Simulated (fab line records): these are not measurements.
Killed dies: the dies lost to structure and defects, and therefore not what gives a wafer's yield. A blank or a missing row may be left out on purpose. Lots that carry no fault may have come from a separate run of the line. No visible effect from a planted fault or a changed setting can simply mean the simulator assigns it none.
Split-lot experiment / flow berkeley_cmos170 / on a route of 331 steps: 5 lots, 23 wafers read

THE SPLIT
At UCB170_NLDD_PEB_04, the setting peb_temp_c was moved away from the recipe's 130 C on 5 of the 23 wafers read, by -1.8% to +0.9%. All remaining wafers had this setting at the recipe value.

THE PATH FROM SPLIT TO READING: the file shows 1 step between them
- UCB170_NLDD_DEVELOP_05: develop time 45 s

THE READING
Shown in nm: cd_nm at UCB170_NLDD_CD_MEAS_06, with target cd 1200 nm. Fault-free wafers of this fab line usually give 1199.5 nm, standard deviation 1.4 nm.

wafer=L074.1; tool, chamber at the split=litho_track-03, 0; peb_temp_c as run, C=130; against the recipe=recipe; cd_nm, nm=1199.9; against lot-mates on the recipe=-
wafer=L074.3; tool, chamber at the split=litho_track-03, 0; peb_temp_c as run, C=130; against the recipe=recipe; cd_nm, nm=1200.0; against lot-mates on the recipe=-
wafer=L074.4; tool, chamber at the split=litho_track-03, 0; peb_temp_c as run, C=130; against the recipe=recipe; cd_nm, nm=1199.1; against lot-mates on the recipe=-
wafer=L074.5; tool, chamber at the split=litho_track-03, 0; peb_temp_c as run, C=130; against the recipe=recipe; cd_nm, nm=1200.1; against lot-mates on the recipe=-
wafer=L074.6; tool, chamber at the split=litho_track-03, 0; peb_temp_c as run, C=130; against the recipe=recipe; cd_nm, nm=1198.0; against lot-mates on the recipe=-
wafer=L076.1; tool, chamber at the split=litho_track-02, 0; peb_temp_c as run, C=130; against the recipe=recipe; cd_nm, nm=1196.4; against lot-mates on the recipe=-
wafer=L076.2; tool, chamber at the split=litho_track-02, 0; peb_temp_c as run, C=130; against the recipe=recipe; cd_nm, nm=1198.3; against lot-mates on the recipe=-
wafer=L076.4; tool, chamber at the split=litho_track-02, 0; peb_temp_c as run, C=130; against the recipe=recipe; cd_nm, nm=1198.2; against lot-mates on the recipe=-
wafer=L076.5; tool, chamber at the split=litho_track-02, 0; peb_temp_c as run, C=130; against the recipe=recipe; cd_nm, nm=1197.3; against lot-mates on the recipe=-
wafer=L076.6; tool, chamber at the split=litho_track-02, 0; peb_temp_c as run, C=130; against the recipe=recipe; cd_nm, nm=1197.5; against lot-mates on the recipe=-
wafer=L077.1; tool, chamber at the split=litho_track-03, 0; peb_temp_c as run, C=131.2; against the recipe=+0.9%; cd_nm, nm=1207.6; against lot-mates on the recipe=+8.7
wafer=L077.3; tool, chamber at the split=litho_track-03, 0; peb_temp_c as run, C=130; against the recipe=recipe; cd_nm, nm=1198.7; against lot-mates on the recipe=-
wafer=L077.4; tool, chamber at the split=litho_track-03, 0; peb_temp_c as run, C=131.2; against the recipe=+0.9%; cd_nm, nm=1207.5; against lot-mates on the recipe=+8.6
wafer=L077.5; tool, chamber at the split=litho_track-03, 0; peb_temp_c as run, C=130; against the recipe=recipe; cd_nm, nm=1199.1; against lot-mates on the recipe=-
wafer=L077.6; tool, chamber at the split=litho_track-03, 0; peb_temp_c as run, C=131.2; against the recipe=+0.9%; cd_nm, nm=1207.0; against lot-mates on the recipe=+8.1
wafer=L080.1; tool, chamber at the split=litho_track-01, 0; peb_temp_c as run, C=127.6; against the recipe=-1.8%; cd_nm, nm=1181.8; against lot-mates on the recipe=-18.9
wafer=L080.2; tool, chamber at the split=litho_track-01, 0; peb_temp_c as run, C=130; against the recipe=recipe; cd_nm, nm=1199.7; against lot-mates on the recipe=-
wafer=L080.4; tool, chamber at the split=litho_track-01, 0; peb_temp_c as run, C=130; against the recipe=recipe; cd_nm, nm=1201.3; against lot-mates on the recipe=-
wafer=L080.5; tool, chamber at the split=litho_track-01, 0; peb_temp_c as run, C=127.6; against the recipe=-1.8%; cd_nm, nm=1183.3; against lot-mates on the recipe=-17.4
wafer=L080.6; tool, chamber at the split=litho_track-01, 0; peb_temp_c as run, C=130; against the recipe=recipe; cd_nm, nm=1201.1; against lot-mates on the recipe=-
wafer=L085.1; tool, chamber at the split=litho_track-01, 0; peb_temp_c as run, C=130; against the recipe=recipe; cd_nm, nm=1200.5; against lot-mates on the recipe=-
wafer=L085.4; tool, chamber at the split=litho_track-01, 0; peb_temp_c as run, C=130; against the recipe=recipe; cd_nm, nm=1200.5; against lot-mates on the recipe=-
wafer=L085.5; tool, chamber at the split=litho_track-01, 0; peb_temp_c as run, C=130; against the recipe=recipe; cd_nm, nm=1202.8; against lot-mates on the recipe=-

FIT RESULTS
A straight line over all 23 wafers: cd_nm changes by +8.98 nm for each +1% of peb_temp_c; r = +0.97; the points scatter about the line by 1.5 nm.
The same after taking each lot's own level away (the mean of its wafers on the recipe; 23 wafers): +9.64 nm for each +1%; r = +0.99; scatter 0.77 nm.
On that fit, the largest move of peb_temp_c shifts the reading by 18 nm.
The lots' own levels span 1197.54 to 1201.27 nm, that is 2.7 times the standard deviation above.
Hence the lot-to-lot level has little effect on the slope; both slopes agree.
Check: -17.2 nm against its lot-mates is what the line predicts for one of the wafers moved furthest among these (-1.8%) when that wafer is left out of the fit. It came out at -18.9 nm against them.

THESE WAFERS: OTHER SPLITS
Other splits were also applied to these wafers ahead of the reading. Each is held against what the fit with the lots' levels taken away leaves over:
other split on the same wafers=UCB170_START_OXIDATION_02 ox_time_s; wafers away from the commonest value=10; r with cd_nm (lot level and that fit taken away)=+0.06
other split on the same wafers=UCB170_NWELL_CVD_04 sih2cl2_flow_sccm; wafers away from the commonest value=10; r with cd_nm (lot level and that fit taken away)=+0.03
other split on the same wafers=UCB170_NWELL_ETCH_13 time_s; wafers away from the commonest value=8; r with cd_nm (lot level and that fit taken away)=+0.31
other split on the same wafers=UCB170_PWELL_CVD_05 sih2cl2_flow_sccm; wafers away from the commonest value=18; r with cd_nm (lot level and that fit taken away)=+0.11
other split on the same wafers=UCB170_PWELL_IMPLANT_15 dose_cm2; wafers away from the commonest value=10; r with cd_nm (lot level and that fit taken away)=+0.27
other split on the same wafers=UCB170_PVT_COAT_01 resist_thk_nm; wafers away from the commonest value=5; r with cd_nm (lot level and that fit taken away)=-0.05

THE FILE'S OWN FIT
cd_nm changes by +9.69 nm for each +1% of peb_temp_c, r = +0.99.
